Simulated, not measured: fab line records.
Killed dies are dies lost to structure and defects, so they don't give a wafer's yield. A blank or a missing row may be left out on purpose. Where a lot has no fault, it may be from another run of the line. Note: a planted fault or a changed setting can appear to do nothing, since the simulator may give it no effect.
Comparing a struck lot with a sound one :: flow rit_cmos :: 15 steps out of a route of 202
Sound: these wafers, L889.2, L889.3, L889.6. Wafers L902.1, L902.2, L902.3 were the ones struck. At the end, the cause is stated.
Each step with rows lists, per side, the tool, then ch with its chambers, then its first start. Under that, the readings that differ: sound wafers :: struck wafers :: difference of the means :: sigmas: that difference in standard deviations of wafers without a fault.
alike: a reading whose means differ by less than 2 such deviations, as well as words and numbers matching on both sides. not compared: withheld readings; readings where some wafer has no value; bounds like >300 that might hide an equal value; numbers whose values overlap and for which the record gives no deviation.
The two part at a step that has a row with sigmas, a row that says differs or no value, or rows on one side only. Non-overlapping numbers with no deviation appear without sigmas and do not part them. A reading that every wafer of one side lacks parts them only if that side has two wafers or more.

RIT_M1_SPUTTER_00: material Al, target thk 400 nm, time 500 s.
  struck on pvd_sputter-02, day 6 22:53; sound on pvd_sputter-02, day 3 07:51
  alike: throttle_valve_pct
RIT_M1_RS_MEAS_01: a four-point-probe measurement.
  struck on film_metro-01, day 6 23:10; sound on film_metro-04, day 3 08:10
  alike: M1_AL_RS
RIT_M1_THK_MEAS_02: measures by xrf.
  struck on film_metro-01, day 6 23:17; sound on film_metro-04, day 3 08:17
  alike: M1_AL_THK
then, 6 steps without rows for these wafers: RIT_M1_HMDS_03 (prime time 60 s); RIT_M1_COAT_04 (resist thk 1300 nm); RIT_M1_SOFTBAKE_05 (time 60 s); RIT_M1_EXPOSE_06 (exposes mask M12, target cd 2600 nm); RIT_M1_PEB_07; RIT_M1_DEVELOP_08 (develop time 68 s).
RIT_M1_CD_MEAS_09 targets a cd of 2600 nm.
  struck on cd_sem-02, day 7 00:26; sound on cd_sem-01, day 3 09:16
  alike: cd_nm
RIT_M1_OVL_MEAS_10:
  struck on overlay-01, day 7 00:33; sound on overlay-02, day 3 09:22
  alike: M1_OVL
then, 1 step without rows for these wafers: RIT_M1_HARDBAKE_11 (time 120 s).
RIT_M1_METAL_ETCH_12: etches Al in Cl2/BCl3, stops on SiO2, time 165 s, target depth 600 nm.
  sound on rie_metal-04 ch 0,1, day 3 09:56; struck on rie_metal-03 ch 0,1, day 7 00:50
reading: model.NOVOLAK_of_M1_COAT_04.thk_nm (nm)
sound: 795.3 811.9 801.3
struck: 853.1 852 850.9
difference: +49.2
sigmas: 
  alike: drypump_motor_current_A, oes_product_au, throttle_valve_pct
  not compared: rf_hours_counter_h, model.M1.feature_depth_nm
then, 1 step without rows for these wafers: RIT_M1_STRIP_13 (strips in nmp, time 600 s).
RIT_M1_PROBE_99:
  struck on prober-01, day 7 03:05; sound on prober-02, day 3 13:15
reading: model.etest.antenna_m1.vt_shift_v (V)
sound: -0.01531 -0.01149 -0.01354
struck: -0.00541 -0.007203 -0.01073
difference: +0.00567
sigmas: 

== WHERE THEY PART ==
Nowhere in this record.

WHY: what had been put in by the simulator
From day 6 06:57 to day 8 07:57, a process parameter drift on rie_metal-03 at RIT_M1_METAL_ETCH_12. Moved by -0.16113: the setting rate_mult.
